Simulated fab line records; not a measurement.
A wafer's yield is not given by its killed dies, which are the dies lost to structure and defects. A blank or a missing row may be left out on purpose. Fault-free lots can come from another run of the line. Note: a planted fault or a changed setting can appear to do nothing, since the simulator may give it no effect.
fab line records    flow ritCmos
[record] lots = 6  wafers = 18  lastDay = 7
route steps=202 shown NWELL@36 PWELL@39 WELLDRIVE@50 NRETRO@53 PRETRO@64 GATE@75
lots untouched by any fault: they come from a run of this same line in which no faults occurred
startH: start of the lot's first displayed wafer, in hours after the record's first day    waitH: hours elapsed since this lot's preceding step    " as in the row above    L1.1+2: several wafers, shown together as one row    - value missing, or start not given    * or withheld: withheld    < > ~ a bound
route shown NAME@n: a module of which the file shows steps, and the number in the route of the first    usual: mean/standard deviation of fault-free wafers    same: alike in all rows    chamber/n: place in a boat    sites: each site's reading    _std_site: the standard deviation of these    _edge_site: the outer-site mean with the inner-site mean subtracted    radiusMm: how far each site lies from the wafer's centre    mask NAME#n: copy n    behind: the tool/chamber that last shaped the wafer    hold: the reason the lot was held/the length of the hold in hours/how it ended    device: whichever transistor did not switch (one of n, p or np)    end of line: the route-end tests of the same wafers    a step without rows: its recipe alone    killed: count of dies lost to structure and defects at first sort (not the wafer's yield)    map: shows each die of a wafer: x if killed, . if not, _ if none is there
set.NAME: the run value of the setting; set.NAME@STEP: its run value at that earlier step    model.NAME: the simulator's own value behind a step, which no gauge read
lots at some steps of the route; a table a step, a row a wafer
services: a tool's chamber out of use, with start hour (startH, from the record's first day; less than 0 if before it), hours out, and reason
[[steps]]
[step RIT_NWELL_IMPLANT_08]
[recipe] species = P  energyKev = 170  doseCm2 = 5e+13  tiltDeg = 7
[step RIT_NWELL_STRIP_09]
[recipe] chemistry = O2  timeS = 180  resist = NOVOLAK  platenTempC = withheld  powerW = 500  pressureMtorr = 4000  o2FlowSccm = 4000
[usual] chamberPressureMTorr = 4000/3.9  drypumpMotorCurrentA = 5.6/0.35
lot.wafer  tool            chamber  startH  waitH  chamberPressureMTorr  drypumpMotorCurrentA  rfHoursCounterH
L356.1     plasmaAsher-03  1        34.71   0.1    4000                  6.7                   40
L356.2     "               0        "       "      3997                  5.8                   40
L356.4     "               1        "       "      4002                  6.7                   -
L359.1     plasmaAsher-01  1        48.27   0.1    3998                  5.2                   36
L359.4     "               0        "       "      3996                  5.5                   -
L359.6     "               0        "       "      4004                  5.5                   -
L369.1     plasmaAsher-02  1        99.07   0.1    4009                  5.5                   46
L369.2     "               0        "       "      3994                  5.5                   46
L369.5     "               0        "       "      4005                  5.6                   -
L370.2     plasmaAsher-01  1        103.51  0.1    3998                  5.2                   42
L370.3     "               1        "       "      3997                  5.2                   -
L370.6     "               0        "       "      3998                  5.5                   -
L374.1     plasmaAsher-02  1        122.56  0.1    4000                  5.5                   49
L374.3     "               0        "       "      3995                  5.6                   -
L374.5     "               1        "       "      4002                  5.5                   -
L377.3     plasmaAsher-01  1        137.40  0.1    3997                  5.1                   -
L377.4     "               0        "       "      3997                  5.5                   -
L377.5     "               0        "       "      3999                  5.5                   -
[step RIT_NWELL_TW_MEAS_10]
[usual] NWELL_TW = 2138/22
lot.wafer  tool          chamber  startH  waitH  NWELL_TW
L356.1     filmMetro-04  -        34.89   0.1    2102
L356.2     "             -        "       "      2111
L356.4     "             -        "       "      2106
L359.1     filmMetro-03  -        48.45   0.1    2130
L359.4     "             -        "       "      2132
L359.6     "             -        "       "      2132
L369.1     filmMetro-03  -        99.25   0.1    2148
L369.2     "             -        "       "      2140
L369.5     "             -        "       "      2145
L370.2     filmMetro-02  -        103.69  0.1    2154
L370.3     "             -        "       "      2151
L370.6     "             -        "       "      2165
L374.1     filmMetro-03  -        122.74  0.1    2127
L374.3     "             -        "       "      2123
L374.5     "             -        "       "      2141
L377.3     filmMetro-04  -        137.54  0.1    2100
L377.4     "             -        "       "      2105
L377.5     "             -        "       "      2101
[step RIT_PWELL_HMDS_00]
[recipe] primeTimeS = 60  primeTempC = 140
[step RIT_PWELL_COAT_01]
[recipe] resist = NOVOLAK  spinRpm = 2000  resistThkNm = 1300
[step RIT_PWELL_SOFTBAKE_02]
[recipe] resist = NOVOLAK  tempC = 90  timeS = 60
[step RIT_PWELL_EXPOSE_03]
[recipe] maskId = M3  na = 0.57  targetCdNm = 43700  doseMj = 250
[step RIT_PWELL_PEB_04]
[recipe] resist = NOVOLAK  tempC = withheld  timeS = withheld
[step RIT_PWELL_DEVELOP_05]
[recipe] resist = NOVOLAK  developTimeS = 68  devTempC = 23
[step RIT_PWELL_OVL_MEAS_06]
[usual] PWELL_OVL = -0.4/1.4
lot.wafer  tool        chamber  startH  waitH  PWELL_OVL[nm]
L356.1     overlay-01  -        35.95   -      0.7
L356.2     "           -        "       "      -0.7
L356.4     "           -        "       "      -1.7
L359.1     overlay-01  -        49.51   -      1.8
L359.4     "           -        "       "      0.5
L359.6     "           -        "       "      1.2
L369.1     overlay-02  -        100.19  -      -0.4
L369.2     "           -        "       "      -0.6
L369.5     "           -        "       "      1.5
L370.2     overlay-02  -        104.63  -      -0.9
L370.3     "           -        "       "      -0.8
L370.6     "           -        "       "      0.6
L374.1     overlay-02  -        123.79  -      0.9
L374.3     "           -        "       "      0.6
L374.5     "           -        "       "      0.8
L377.3     overlay-01  -        138.48  -      -0.5
L377.4     "           -        "       "      0.1
L377.5     "           -        "       "      -1.6
[step RIT_PWELL_HARDBAKE_07]
[recipe] resist = NOVOLAK  tempC = 140  timeS = 120
[step RIT_PWELL_IMPLANT_08]
[recipe] species = B  energyKev = 170  doseCm2 = 7e+13  tiltDeg = 7
[step RIT_PWELL_STRIP_09]
[recipe] chemistry = O2  timeS = 180  resist = NOVOLAK  platenTempC = withheld  powerW = 500  pressureMtorr = 4000  o2FlowSccm = 4000
[usual] chamberPressureMTorr = 4000/3.4  drypumpMotorCurrentA = 5.7/0.55
lot.wafer  tool            chamber  startH  waitH  chamberPressureMTorr  drypumpMotorCurrentA  rfHoursCounterH  model.NOVOLAK_of_PWELL_COAT_01.thkNm
L356.1     plasmaAsher-04  1        36.39   0.1    3999                  5.1                   23               0
L356.2     "               0        "       "      3997                  5.7                   23               0
L356.4     "               1        "       "      4003                  5.2                   -                0
L359.1     plasmaAsher-03  1        49.95   0.1    3999                  6.7                   42               0
L359.4     "               0        "       "      4006                  5.9                   -                0
L359.6     "               1        "       "      4002                  6.7                   -                0
L369.1     plasmaAsher-01  1        100.62  0.1    -                     -                     -                1143
L369.2     "               0        "       "      -                     -                     -                1137
L369.5     "               0        "       "      -                     -                     -                1140
L370.2     plasmaAsher-03  1        105.18  0.1    -                     -                     -                1142
L370.3     "               1        "       "      -                     -                     -                1141
L370.6     "               1        "       "      -                     -                     -                1142
L374.1     plasmaAsher-03  0        124.34  0.1    3998                  5.9                   1                0
L374.3     "               0        "       "      4003                  5.9                   -                0
L374.5     "               0        "       "      4002                  5.9                   -                0
L377.3     plasmaAsher-03  1        138.96  0.1    4004                  6.7                   -                0
L377.4     "               0        "       "      4012                  5.9                   -                0
L377.5     "               0        "       "      4004                  6.0                   -                0
[step RIT_PWELL_TW_MEAS_10]
[usual] PWELL_TW = 949/9.7
lot.wafer  tool          chamber  startH  waitH  PWELL_TW
L356.1     filmMetro-03  -        36.56   0.1    951
L356.2     "             -        "       "      949
L356.4     "             -        "       "      953
L359.1     filmMetro-04  -        50.12   0.1    935
L359.4     "             -        "       "      942
L359.6     "             -        "       "      944
L369.1     filmMetro-02  -        100.80  0.1    959
L369.2     "             -        "       "      953
L369.5     "             -        "       "      957
L370.2     filmMetro-04  -        105.36  0.1    938
L370.3     "             -        "       "      945
L370.6     "             -        "       "      939
L374.1     filmMetro-03  -        124.51  0.1    942
L374.3     "             -        "       "      944
L374.5     "             -        "       "      948
L377.3     filmMetro-02  -        139.09  0.1    959
L377.4     "             -        "       "      955
L377.5     "             -        "       "      957
[step RIT_WELLDRIVE_ANNEAL_00]
[recipe] tempC = 1100  timeS = 14700  ambient = N2
[step RIT_WELLDRIVE_RS_MEAS_01]
[recipe] thkMeasGauge = four-point-probe
[usual] NWELL_RS = 275.6/0.67
lot.wafer  tool          chamber  startH  waitH  NWELL_RS[ohm/sq]
L356.1     filmMetro-04  -        43.02   0.0    275.5
L356.2     "             -        "       "      275.6
L356.4     "             -        "       "      275.8
L359.1     filmMetro-03  -        57.34   0.0    276.1
L359.4     "             -        "       "      274.9
L359.6     "             -        "       "      274.9
L369.1     filmMetro-03  -        106.86  0.0    275.2
L369.2     "             -        "       "      275.2
L369.5     "             -        "       "      275.5
L370.2     filmMetro-04  -        111.08  0.0    274.7
L370.3     "             -        "       "      274.4
L370.6     "             -        "       "      274.5
L374.1     filmMetro-04  -        131.06  0.0    276.5
L374.3     "             -        "       "      277.0
L374.5     "             -        "       "      276.8
L377.3     filmMetro-03  -        144.61  0.0    275.0
L377.4     "             -        "       "      275.7
L377.5     "             -        "       "      275.2
[step RIT_WELLDRIVE_RS_MEAS_02]
[recipe] thkMeasGauge = four-point-probe
[usual] PWELL_RS = 429.3/1.4
lot.wafer  tool          chamber  startH  waitH  PWELL_RS[ohm/sq]
L356.1     filmMetro-04  -        43.14   0.1    430.1
L356.2     "             -        "       "      429.6
L356.4     "             -        "       "      430.1
L359.1     filmMetro-03  -        57.46   0.1    429.2
L359.4     "             -        "       "      428.5
L359.6     "             -        "       "      429.2
L369.1     filmMetro-03  -        106.98  0.1    427.0
L369.2     "             -        "       "      427.0
L369.5     "             -        "       "      426.9
L370.2     filmMetro-04  -        111.20  0.1    429.1
L370.3     "             -        "       "      429.9
L370.6     "             -        "       "      428.8
L374.1     filmMetro-04  -        131.18  0.1    429.1
L374.3     "             -        "       "      429.5
L374.5     "             -        "       "      429.2
L377.3     filmMetro-03  -        144.73  0.1    428.9
L377.4     "             -        "       "      428.7
L377.5     "             -        "       "      427.9
[step RIT_NRETRO_HMDS_00]
[recipe] primeTimeS = 60  primeTempC = 140
[step RIT_NRETRO_COAT_01]
[recipe] resist = NOVOLAK  spinRpm = 2000  resistThkNm = 1300
[step RIT_NRETRO_SOFTBAKE_02]
[recipe] resist = NOVOLAK  tempC = 90  timeS = 60
[step RIT_NRETRO_EXPOSE_03]
[recipe] maskId = M4  na = 0.57  targetCdNm = 43900  doseMj = 250
[step RIT_NRETRO_PEB_04]
[recipe] resist = NOVOLAK  tempC = withheld  timeS = withheld
[step RIT_NRETRO_DEVELOP_05]
[recipe] resist = NOVOLAK  developTimeS = 68  devTempC = 23
[step RIT_NRETRO_OVL_MEAS_06]
[usual] NRETRO_OVL = 0.3/1.6
lot.wafer  tool        chamber  startH  waitH  NRETRO_OVL[nm]
L356.1     overlay-01  -        44.85   -      0.9
L356.2     "           -        "       "      1.1
L356.4     "           -        "       "      0.1
L359.1     overlay-01  -        58.59   -      0.3
L359.4     "           -        "       "      0.5
L359.6     "           -        "       "      0.1
L369.1     overlay-01  -        107.98  -      0.4
L369.2     "           -        "       "      0.2
L369.5     "           -        "       "      1.3
L370.2     overlay-01  -        112.52  -      0.9
L370.3     "           -        "       "      0.0
L370.6     "           -        "       "      2.4
L374.1     overlay-01  -        132.30  -      2.4
L374.3     "           -        "       "      2.5
L374.5     "           -        "       "      2.3
L377.3     overlay-02  -        145.83  -      1.7
L377.4     "           -        "       "      2.7
L377.5     "           -        "       "      1.6
[step RIT_NRETRO_HARDBAKE_07]
[recipe] resist = NOVOLAK  tempC = 140  timeS = 120
[step RIT_NRETRO_IMPLANT_08]
[recipe] species = P  energyKev = 70  doseCm2 = 1e+13  tiltDeg = 7
[step RIT_NRETRO_STRIP_09]
[recipe] chemistry = O2  timeS = 180  resist = NOVOLAK  platenTempC = withheld  powerW = 500  pressureMtorr = 4000  o2FlowSccm = 4000
[usual] chamberPressureMTorr = 4000/3.7  drypumpMotorCurrentA = 5.8/0.52
lot.wafer  tool            chamber  startH  waitH  chamberPressureMTorr  drypumpMotorCurrentA  rfHoursCounterH
L356.1     plasmaAsher-04  0        45.29   0.1    3995                  5.6                   24
L356.2     "               1        "       "      3998                  5.1                   24
L356.4     "               1        "       "      4004                  5.1                   -
L359.1     plasmaAsher-02  1        59.02   0.1    4003                  5.5                   41
L359.4     "               0        "       "      4008                  5.6                   -
L359.6     "               1        "       "      4003                  5.5                   -
L369.1     plasmaAsher-03  1        108.42  0.1    4004                  6.7                   49
L369.2     "               0        "       "      3998                  5.9                   49
L369.5     "               0        "       "      4010                  5.9                   -
L370.2     plasmaAsher-02  0        112.95  0.1    4000                  5.6                   48
L370.3     "               0        "       "      4001                  5.6                   -
L370.6     "               0        "       "      4000                  5.6                   -
L374.1     plasmaAsher-02  0        132.92  0.1    3997                  5.6                   50
L374.3     "               1        "       "      4010                  5.5                   -
L374.5     "               0        "       "      4005                  5.5                   -
L377.3     plasmaAsher-03  1        146.31  0.1    3999                  6.8                   -
L377.4     "               0        "       "      4000                  5.9                   -
L377.5     "               0        "       "      3999                  5.9                   -
[step RIT_NRETRO_TW_MEAS_10]
[usual] NRETRO_TW = 1045/7.6
lot.wafer  tool          chamber  startH  waitH  NRETRO_TW
L356.1     filmMetro-01  -        45.46   0.1    1039
L356.2     "             -        "       "      1044
L356.4     "             -        "       "      1043
L359.1     filmMetro-01  -        59.20   0.1    1054
L359.4     "             -        "       "      1050
L359.6     "             -        "       "      1056
L369.1     filmMetro-03  -        108.59  0.1    30
L369.2     "             -        "       "      30
L369.5     "             -        "       "      30
L370.2     filmMetro-04  -        113.14  0.1    30
L370.3     "             -        "       "      29
L370.6     "             -        "       "      29
L374.1     filmMetro-04  -        133.09  0.1    1029
L374.3     "             -        "       "      1041
L374.5     "             -        "       "      1040
L377.3     filmMetro-03  -        146.45  0.1    1052
L377.4     "             -        "       "      1050
L377.5     "             -        "       "      1054
[step RIT_PRETRO_HMDS_00]
[recipe] primeTimeS = 60  primeTempC = 140
[step RIT_PRETRO_COAT_01]
[recipe] resist = NOVOLAK  spinRpm = 2000  resistThkNm = 1300
[step RIT_PRETRO_SOFTBAKE_02]
[recipe] resist = NOVOLAK  tempC = 90  timeS = 60
[step RIT_PRETRO_EXPOSE_03]
[recipe] maskId = M5  na = 0.57  targetCdNm = 43700  doseMj = 250
[step RIT_PRETRO_PEB_04]
[recipe] resist = NOVOLAK  tempC = withheld  timeS = withheld
[step RIT_PRETRO_DEVELOP_05]
[recipe] resist = NOVOLAK  developTimeS = 68  devTempC = 23
[step RIT_PRETRO_OVL_MEAS_06]
[usual] PRETRO_OVL = -0.5/1.2
lot.wafer  tool        chamber  startH  waitH  PRETRO_OVL[nm]
L356.1     overlay-01  -        46.61   -      -0.5
L356.2     "           -        "       "      0.4
L356.4     "           -        "       "      0.3
L359.1     overlay-02  -        60.14   -      0.1
L359.4     "           -        "       "      -0.2
L359.6     "           -        "       "      -0.6
L369.1     overlay-01  -        109.64  -      -0.9
L369.2     "           -        "       "      -1.2
L369.5     "           -        "       "      -0.8
L370.2     overlay-02  -        114.07  -      -1.6
L370.3     "           -        "       "      -0.5
L370.6     "           -        "       "      -1.4
L374.1     overlay-02  -        134.16  -      -0.1
L374.3     "           -        "       "      -1.3
L374.5     "           -        "       "      -1.2
L377.3     overlay-01  -        147.50  -      -1.9
L377.4     "           -        "       "      0.2
L377.5     "           -        "       "      0.0
[step RIT_PRETRO_HARDBAKE_07]
[recipe] resist = NOVOLAK  tempC = 140  timeS = 120
[step RIT_PRETRO_IMPLANT_08]
[recipe] species = B  energyKev = 45  doseCm2 = 1.2e+13  tiltDeg = 7
[step RIT_PRETRO_STRIP_09]
[recipe] chemistry = O2  timeS = 180  resist = NOVOLAK  platenTempC = withheld  powerW = 500  pressureMtorr = 4000  o2FlowSccm = 4000
[usual] chamberPressureMTorr = 4001/3.3  drypumpMotorCurrentA = 5.40/0.22
lot.wafer  tool            chamber  startH  waitH  chamberPressureMTorr  drypumpMotorCurrentA  rfHoursCounterH
L356.1     plasmaAsher-01  1        47.21   0.1    4004                  5.17                  36
L356.2     "               0        "       "      3996                  5.51                  36
L356.4     "               1        "       "      3997                  5.15                  -
L359.1     plasmaAsher-04  1        60.58   0.1    4000                  5.12                  26
L359.4     "               0        "       "      3995                  5.67                  -
L359.6     "               1        "       "      3995                  5.14                  -
L369.1     plasmaAsher-01  0        110.08  0.1    3996                  5.53                  43
L369.2     "               1        "       "      4003                  5.13                  43
L369.5     "               0        "       "      3999                  5.52                  -
L370.2     plasmaAsher-02  0        114.50  0.1    4001                  5.59                  48
L370.3     "               0        "       "      3997                  5.58                  -
L370.6     "               0        "       "      4002                  5.60                  -
L374.1     plasmaAsher-02  1        134.59  0.1    4000                  5.49                  50
L374.3     "               0        "       "      4007                  5.55                  -
L374.5     "               0        "       "      3995                  5.55                  -
L377.3     plasmaAsher-04  1        147.99  0.1    3996                  5.12                  -
L377.4     "               0        "       "      3999                  5.65                  -
L377.5     "               1        "       "      4001                  5.15                  -
[step RIT_PRETRO_TW_MEAS_10]
[usual] PRETRO_TW = 474/4.8
lot.wafer  tool          chamber  startH  waitH  PRETRO_TW
L356.1     filmMetro-02  -        47.38   0.1    476
L356.2     "             -        "       "      479
L356.4     "             -        "       "      480
L359.1     filmMetro-04  -        60.75   0.1    467
L359.4     "             -        "       "      469
L359.6     "             -        "       "      468
L369.1     filmMetro-01  -        110.25  0.1    30
L369.2     "             -        "       "      30
L369.5     "             -        "       "      30
L370.2     filmMetro-04  -        114.69  0.1    30
L370.3     "             -        "       "      30
L370.6     "             -        "       "      30
L374.1     filmMetro-02  -        134.77  0.1    476
L374.3     "             -        "       "      479
L374.5     "             -        "       "      475
L377.3     filmMetro-02  -        148.12  0.1    481
L377.4     "             -        "       "      479
L377.5     "             -        "       "      480
[step RIT_GATE_WET_ETCH_00]
[recipe] chemistry = BOE  target = SiO2  targetDepthNm = 56  timeS = 60  dry = n2Spin  dilution = 10:1  tempC = 21.5
[step RIT_GATE_CLEAN_01]
[recipe] chemistry = SC1  mix = 3:3:50  timeS = 600  tempC = 75
[step RIT_GATE_CLEAN_02]
[recipe] chemistry = dHF  dilution = 50:1  timeS = 30
[step RIT_GATE_ETCH_19]
[recipe] chemistry = SF6/CHF3/O2  timeS = 165  SF6_flow_sccm = 30  CHF3_flow_sccm = 30  O2_flow_sccm = 5  target = poly-Si  pressureMtorr = 40  rfW = 160  targetDepthA = 3125  overEtchFrac = 0.25  stopOn = SiO2
[usual] drypumpMotorCurrentA = 5.7/0.46  oesProductAu = 0.849/0.015  throttleValvePct = 10.15/0.13
lot.wafer  tool      chamber  startH  waitH  drypumpMotorCurrentA  oesProductAu  rfHoursCounterH  throttleValvePct  model.GATE.cdNm
L356.1     rieSi-02  1        53.43   0.1    5.9                   0.812         150              10.34             150.9
L356.2     "         0        "       "      6.1                   0.829         153              10.13             149.3
L356.4     "         3        "       "      4.7                   0.863         86               10.22             148.3
L359.1     rieSi-02  3        67.37   0.1    4.7                   0.859         86               10.19             155.7
L359.4     "         0        "       "      6.1                   0.829         153              10.15             152.6
L359.6     "         0        "       "      6.2                   0.832         -                10.11             153.1
L369.1     rieSi-02  0        119.23  0.1    6.1                   0.841         0                10.09             148
L369.2     "         3        "       "      4.7                   0.850         87               10.21             147.9
L369.5     "         3        "       "      4.7                   0.855         -                10.22             147.7
L370.2     rieSi-01  2        121.34  0.1    6.2                   0.845         95               9.95              150.3
L370.3     "         0        "       "      5.6                   0.854         28               10.09             150.1
L370.6     "         0        "       "      5.6                   0.856         -                10.12             151.7
L374.1     rieSi-01  0        140.20  0.1    5.6                   0.858         28               10.10             150.2
L374.3     "         1        "       "      5.9                   0.860         7                10.28             151.6
L374.5     "         0        "       "      5.6                   0.859         -                10.10             150.1
L377.3     rieSi-02  0        155.41  0.1    6.2                   0.844         0                10.11             147.8
L377.4     "         1        "       "      5.9                   0.861         0                10.35             147.6
L377.5     "         0        "       "      6.1                   0.840         -                10.10             146.2
[[services]]
tool            chamber  startH  hours  kind
rieSi-01        0        22.49   3.0    repair
rieSi-02        2        33.89   4.1    repair
rieSi-01        -        55.05   0.1    repair
plasmaAsher-04  -        73.26   1.3    repair
rieSi-02        0        94.99   -      clean
rieSi-02        0        94.99   17.5   scheduledDown
rieSi-02        0        94.99   17.5   ventCycle
plasmaAsher-03  -        108.75  9.0    pm
plasmaAsher-03  0        108.75  9.0    ventCycle
plasmaAsher-03  1        108.75  9.0    ventCycle
rieSi-02        1        112.48  -      clean
rieSi-02        1        112.48  22.1   scheduledDown
rieSi-02        1        112.48  22.1   ventCycle
plasmaAsher-03  0        117.75  -      clean
plasmaAsher-03  1        117.75  -      clean
plasmaAsher-04  -        131.30  3.8    repair
rieSi-01        -        133.55  2.8    pm
plasmaAsher-02  -        153.93  14.6   pm
[[key]]
[firstSign] step = RIT_PWELL_STRIP_09  reading = toolRecord  direction = missing
[effect] step = RIT_NRETRO_TW_MEAS_10  reading = NRETRO_TW  direction = down  sigmas = 99+  usual = 1045  struck = 30
[effect] step = RIT_PRETRO_TW_MEAS_10  reading = PRETRO_TW  direction = down  sigmas = 93  usual = 474  struck = 30
[modelEffect] step = RIT_PWELL_STRIP_09  value = NOVOLAK_of_PWELL_COAT_01.thkNm  without = 0  struck = 1141
[modelEffect] step = RIT_GATE_ETCH_19  value = GATE.cdNm  without = 152.1  struck = 149.3
metAt RIT_PWELL_STRIP_09
struckWafers L369.1,L369.2,L369.5,L370.2,L370.3,L370.6
sortLeftOut L369.1,L369.2,L369.5,L370.2,L370.3,L370.6
testerLeftOut L369,L370
[loopTrim] step = RIT_GATE_EXPOSE_13  setting = dose  lots = L369
onsetBetween 49.95 100.62
[fault] kind = skippedStepWhole  tool = plasmaAsher-01,plasmaAsher-03  chamber = -  onsetH = 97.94  steps = RIT_PWELL_STRIP_09  scope = struckLotsOnly
// testerLeftOut: of these lots the tester's yield and bins aren't shown, on N5 and GAA mostly nor the transistor test; their killed dies are dies lost to structure and defects alone, not to doping, threshold or leakage, so they don't give the yield
// sortLeftOut: the simulated sort isn't trusted on such a fault, so these wafers' sort isn't shown, and their yield isn't known
// loopTrim: a control loop set the setting to another value than it would have without faults
